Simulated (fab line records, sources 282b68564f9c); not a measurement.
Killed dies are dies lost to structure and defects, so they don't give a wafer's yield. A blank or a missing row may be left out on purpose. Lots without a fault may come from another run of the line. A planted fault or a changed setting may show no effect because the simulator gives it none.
Split-lot experiment | flow rit_cmos | 5 lots, 23 wafers read, on a route of 202 steps

THE SPLIT
At RIT_NSD_COAT_01 (resist thk 1000 nm), the setting resist_thk_nm was moved away from the recipe's 1000 nm on 7 of the 23 wafers read, by -3.9% to +4.7%. The other wafers ran this setting at the recipe's value.

FROM THE SPLIT TO THE READING: what the file shows between them, 3 steps
- RIT_NSD_SOFTBAKE_02: time 60 s
- RIT_NSD_EXPOSE_03: exposes mask M9, target cd 40700 nm
- RIT_NSD_DEVELOP_05: develop time 50 s

THE READING
NOVOLAK_of_NSD_COAT_01.thk_nm (the simulator's own value, which no gauge read), in nm, at RIT_NSD_HARDBAKE_07 (time 60 s). The file gives no usual value for it. The 16 wafers here that ran the recipe average 883.8 nm, standard deviation 3.2 nm.

wafer  | tool, chamber at the split | resist_thk_nm as run, nm | against the recipe | NOVOLAK_of_NSD_COAT_01.thk_nm, nm | against lot-mates on the recipe
L074.2 | litho_track-02, 0          | 1000                     | recipe             | 879.6                             | -
L074.3 | litho_track-02, 0          | 961.2                    | -3.9%              | 845.2                             | -33.2
L074.4 | litho_track-02, 0          | 1000                     | recipe             | 876.9                             | -
L074.5 | litho_track-02, 0          | 961.2                    | -3.9%              | 845.5                             | -32.9
L074.6 | litho_track-02, 0          | 1000                     | recipe             | 878.8                             | -
L078.4 | litho_track-02, 0          | 1000                     | recipe             | 885.4                             | -
L078.5 | litho_track-02, 0          | 1000                     | recipe             | 884.2                             | -
L078.6 | litho_track-02, 0          | 1000                     | recipe             | 883.2                             | -
L079.1 | litho_track-04, 0          | 1000                     | recipe             | 885.1                             | -
L079.2 | litho_track-04, 0          | 1000                     | recipe             | 883                               | -
L079.3 | litho_track-04, 0          | 1000                     | recipe             | 883.9                             | -
L079.4 | litho_track-04, 0          | 1000                     | recipe             | 886                               | -
L079.6 | litho_track-04, 0          | 1000                     | recipe             | 886.1                             | -
L080.1 | litho_track-02, 0          | 1047                     | +4.7%              | 927.2                             | +39.6
L080.2 | litho_track-02, 0          | 1000                     | recipe             | 886.7                             | -
L080.3 | litho_track-02, 0          | 1000                     | recipe             | 889.8                             | -
L080.4 | litho_track-02, 0          | 1047                     | +4.7%              | 929.1                             | +41.5
L080.5 | litho_track-02, 0          | 1000                     | recipe             | 886.3                             | -
L083.1 | litho_track-03, 0          | 1000                     | recipe             | 883.6                             | -
L083.2 | litho_track-03, 0          | 1043                     | +4.3%              | 920.9                             | +38.0
L083.3 | litho_track-03, 0          | 1043                     | +4.3%              | 919.9                             | +37.0
L083.4 | litho_track-03, 0          | 1043                     | +4.3%              | 922                               | +39.1
L083.5 | litho_track-03, 0          | 1000                     | recipe             | 882.2                             | -

THE FIT
A straight line over all 23 wafers: NOVOLAK_of_NSD_COAT_01.thk_nm changes by +9.26 nm for each +1% of resist_thk_nm; r = +0.99; the points scatter about the line by 3 nm.
The same after taking each lot's own level away (the mean of its wafers on the recipe; 23 wafers): +8.68 nm for each +1%; r = +1.00; scatter 1.2 nm.
On that fit, the largest move of resist_thk_nm shifts the reading by 41 nm.
The lots' own levels span 878.43 to 887.60 nm, that is 2.9 times the standard deviation above.
So the lot-to-lot level changes the slope little: the two slopes agree.
Check: with one of the wafers moved furthest among these (+4.7%) left out of the fit, the line predicts +41.2 nm for it against its lot-mates. It came out at +39.6 nm against them.

OTHER SPLITS ON THESE WAFERS
These wafers also went through other splits before the reading. Each is held against what the fit with the lots' levels taken away leaves over:
other split on the same wafers   | wafers away from the commonest value | r with NOVOLAK_of_NSD_COAT_01.thk_nm (lot level and that fit taken away)
RIT_FOX2_OXIDATION_00 ox_time_s  | 18                                   | -0.15
RIT_NWELL_IMPLANT_08 dose_cm2    | 6                                    | -0.11
RIT_PWELL_COAT_01 resist_thk_nm  | 8                                    | -0.10
RIT_PWELL_STRIP_09 o2_flow_sccm  | 7                                    | -0.14
RIT_PRETRO_IMPLANT_08 energy_kev | 7                                    | -0.05
RIT_GATE_WET_ETCH_00 time_s      | 10                                   | -0.07
RIT_GATE_DEVELOP_15 dev_temp_c   | 10                                   | +0.25
RIT_REOX_CLEAN_01 time_s         | 15                                   | +0.12
RIT_NLDD_IMPLANT_08 dose_cm2     | 5                                    | +0.24

THE WHOLE CHAIN: every reading that the file lists as answering this split, in the file's order
step                | what it does       | reading                                                                        | change (the file's fit)              | r (the file's)
RIT_NSD_COAT_01     | resist thk 1000 nm | NOVOLAK_of_NSD_COAT_01.thk_nm (the simulator's own value, which no gauge read) | +9.92 nm for each +1% of the setting | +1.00
RIT_NSD_HARDBAKE_07 | time 60 s          | NOVOLAK_of_NSD_COAT_01.thk_nm (the simulator's own value, which no gauge read) | +8.67 nm for each +1% of the setting | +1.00

THE FILE'S OWN FIT
NOVOLAK_of_NSD_COAT_01.thk_nm changes by +8.67 nm for each +1% of resist_thk_nm, r = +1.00.
